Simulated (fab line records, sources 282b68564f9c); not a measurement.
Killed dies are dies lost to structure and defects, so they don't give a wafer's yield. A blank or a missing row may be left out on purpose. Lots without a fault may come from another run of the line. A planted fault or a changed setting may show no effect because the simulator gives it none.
Tool commonality check | flow rit_cmos | 15 lots, 45 wafers sampled

WHY IT WAS OPENED
At RIT_CONTACT_OVL_MEAS_09 the reading CONTACT_OVL is flagged on 3 of 15 lots. Wafers without a fault read -0.2 nm, standard deviation 1.3.
Rule: a lot is flagged when every wafer of it that has a number lies more than 4 standard deviations from that mean, or none has a number. The other lots count as sound.

lot  | measured    | on         | CONTACT_OVL (nm), wafer by wafer | flag
L433 | day 3 09:22 | overlay-01 | -0.1 -0.6 1.1                    |
L434 | day 3 18:28 | overlay-01 | 0.7 1.8 1.6                      |
L436 | day 4 02:49 | overlay-02 | 168.4 167.9 167.2                | FLAGGED
L438 | day 4 18:40 | overlay-01 | 167.1 167.0 167.2                | FLAGGED
L441 | day 5 17:38 | overlay-01 | 168.4 169.1 169.8                | FLAGGED
L443 | day 6 12:14 | overlay-02 | -0.9 0.0 -0.2                    |
L445 | day 6 15:53 | overlay-01 | -2.5 -0.7 -2.7                   |
L447 | day 6 22:31 | overlay-02 | -3.2 -2.2 -0.9                   |
L450 | day 7 07:13 | overlay-01 | -1.2 0.2 -0.5                    |
L451 | day 7 18:57 | overlay-01 | 0.8 0.2 -0.6                     |
L452 | day 7 19:32 | overlay-02 | -1.2 -1.1 -1.0                   |
L453 | day 7 20:17 | overlay-01 | -0.3 1.1 -0.1                    |
L454 | day 8 04:13 | overlay-02 | -3.1 -2.2 -1.7                   |
L456 | day 8 08:23 | overlay-02 | -2.2 -0.9 -1.7                   |
L455 | day 8 09:25 | overlay-01 | -2.2 -1.1 -3.0                   |
The numbers of the flagged lots are 168.0 nm on average: +168.2 nm against the usual, or +99 or more standard deviations.

WHICH TOOL RAN EACH LOT
The record holds 4 process steps before the reading, out of a route of 202 steps. In each cell: the tool, then ch and the chambers that the sampled wafers went through, then the start.
lot  | flag    | RIT_SDANNEAL_RTA_03             | RIT_SILICIDE_RTA_04             | RIT_SILICIDE_RTA_06             | RIT_CONTACT_EXPOSE_05
L433 |         | rtp_anneal-02 ch 0, day 3 07:07 | rtp_anneal-01 ch 0, day 3 08:00 | rtp_anneal-02 ch 0, day 3 08:07 | iline_stepper-02 ch 0, day 3 08:44
L434 |         | rtp_anneal-01 ch 0, day 3 16:07 | rtp_anneal-02 ch 0, day 3 17:02 | rtp_anneal-01 ch 0, day 3 17:10 | iline_stepper-02 ch 0, day 3 17:51
L436 | FLAGGED | rtp_anneal-01 ch 0, day 4 00:34 | rtp_anneal-02 ch 0, day 4 01:26 | rtp_anneal-01 ch 0, day 4 01:33 | iline_stepper-02 ch 0, day 4 02:11
L438 | FLAGGED | rtp_anneal-01 ch 0, day 4 16:17 | rtp_anneal-02 ch 0, day 4 17:10 | rtp_anneal-01 ch 0, day 4 17:17 | iline_stepper-02 ch 0, day 4 18:02
L441 | FLAGGED | rtp_anneal-02 ch 0, day 5 14:52 | rtp_anneal-01 ch 0, day 5 15:44 | rtp_anneal-02 ch 0, day 5 15:51 | iline_stepper-02 ch 0, day 5 16:59
L443 |         | rtp_anneal-02 ch 0, day 6 09:28 | rtp_anneal-01 ch 0, day 6 10:22 | rtp_anneal-02 ch 0, day 6 10:28 | iline_stepper-01 ch 0, day 6 11:14
L445 |         | rtp_anneal-01 ch 0, day 6 13:18 | rtp_anneal-01 ch 0, day 6 14:11 | rtp_anneal-02 ch 0, day 6 14:17 | iline_stepper-01 ch 0, day 6 14:55
L447 |         | rtp_anneal-01 ch 0, day 6 20:08 | rtp_anneal-01 ch 0, day 6 21:01 | rtp_anneal-02 ch 0, day 6 21:08 | iline_stepper-01 ch 0, day 6 21:54
L450 |         | rtp_anneal-01 ch 0, day 7 04:35 | rtp_anneal-01 ch 0, day 7 05:29 | rtp_anneal-01 ch 0, day 7 05:38 | iline_stepper-01 ch 0, day 7 06:23
L451 |         | rtp_anneal-02 ch 0, day 7 16:32 | rtp_anneal-02 ch 0, day 7 17:25 | rtp_anneal-01 ch 0, day 7 17:32 | iline_stepper-01 ch 0, day 7 18:20
L452 |         | rtp_anneal-01 ch 0, day 7 17:17 | rtp_anneal-01 ch 0, day 7 18:10 | rtp_anneal-02 ch 0, day 7 18:16 | iline_stepper-01 ch 0, day 7 18:55
L453 |         | rtp_anneal-02 ch 0, day 7 18:01 | rtp_anneal-01 ch 0, day 7 18:55 | rtp_anneal-02 ch 0, day 7 19:01 | iline_stepper-01 ch 0, day 7 19:40
L454 |         | rtp_anneal-01 ch 0, day 8 01:58 | rtp_anneal-02 ch 0, day 8 02:51 | rtp_anneal-01 ch 0, day 8 02:58 | iline_stepper-01 ch 0, day 8 03:35
L456 |         | rtp_anneal-02 ch 0, day 8 06:08 | rtp_anneal-01 ch 0, day 8 07:01 | rtp_anneal-02 ch 0, day 8 07:07 | iline_stepper-01 ch 0, day 8 07:45
L455 |         | rtp_anneal-01 ch 0, day 8 07:10 | rtp_anneal-02 ch 0, day 8 08:04 | rtp_anneal-01 ch 0, day 8 08:10 | iline_stepper-01 ch 0, day 8 08:49
What these steps do:
- RIT_SDANNEAL_RTA_03: time 5 s.
- RIT_SILICIDE_RTA_04: time 10 s, ramp up 5 s, ramp down 5 s.
- RIT_SILICIDE_RTA_06: time 10 s, ramp up 5 s, ramp down 10 s.
- RIT_CONTACT_EXPOSE_05: exposes mask M11, target cd 1000 nm.
- RIT_CONTACT_OVL_MEAS_09

FLAGGED OVER TOTAL, TOOL BY TOOL (the gauges that took the reading come last)
step                    | tool             | lots run | flagged | share of the flagged lots | sound lots run after its first flagged lot
RIT_SDANNEAL_RTA_03     | rtp_anneal-01    | 9        | 2       | some                      | 6 (L445,L447,L450,L452,L454,L455)
RIT_SDANNEAL_RTA_03     | rtp_anneal-02    | 6        | 1       | some                      | 4 (L443,L451,L453,L456)
RIT_SILICIDE_RTA_04     | rtp_anneal-01    | 9        | 1       | some                      | 7 (L443,L445,L447,L450,L452,L453,L456)
RIT_SILICIDE_RTA_04     | rtp_anneal-02    | 6        | 2       | some                      | 3 (L451,L454,L455)
RIT_SILICIDE_RTA_06     | rtp_anneal-01    | 7        | 2       | some                      | 4 (L450,L451,L454,L455)
RIT_SILICIDE_RTA_06     | rtp_anneal-02    | 8        | 1       | some                      | 6 (L443,L445,L447,L452,L453,L456)
RIT_CONTACT_EXPOSE_05   | iline_stepper-01 | 10       | 0       | none                      | -
RIT_CONTACT_EXPOSE_05   | iline_stepper-02 | 5        | 3       | all                       | 0
RIT_CONTACT_OVL_MEAS_09 | overlay-01       | 9        | 2       | some                      | 5 (L445,L450,L451,L453,L455)
RIT_CONTACT_OVL_MEAS_09 | overlay-02       | 6        | 1       | some                      | 5 (L443,L447,L452,L454,L456)

WHAT THE TABLE ALLOWS
1 row of the table ran every flagged lot: iline_stepper-02 at RIT_CONTACT_EXPOSE_05.
- iline_stepper-02 at RIT_CONTACT_EXPOSE_05: 3 of its 5 lots flagged. Its last sound lot is L434 (day 3 17:51), its first flagged lot L436 (day 4 02:11): a fault that began between those two fits.
One tool is left: iline_stepper-02 at RIT_CONTACT_EXPOSE_05.

WHAT THE SIMULATOR HAD PUT IN
Scanner matching overlay: iline_stepper-02, from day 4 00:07 on, at RIT_CONTACT_EXPOSE_05. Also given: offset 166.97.
Lots struck among those shown: L436, L438, L441. The rule above found the same.
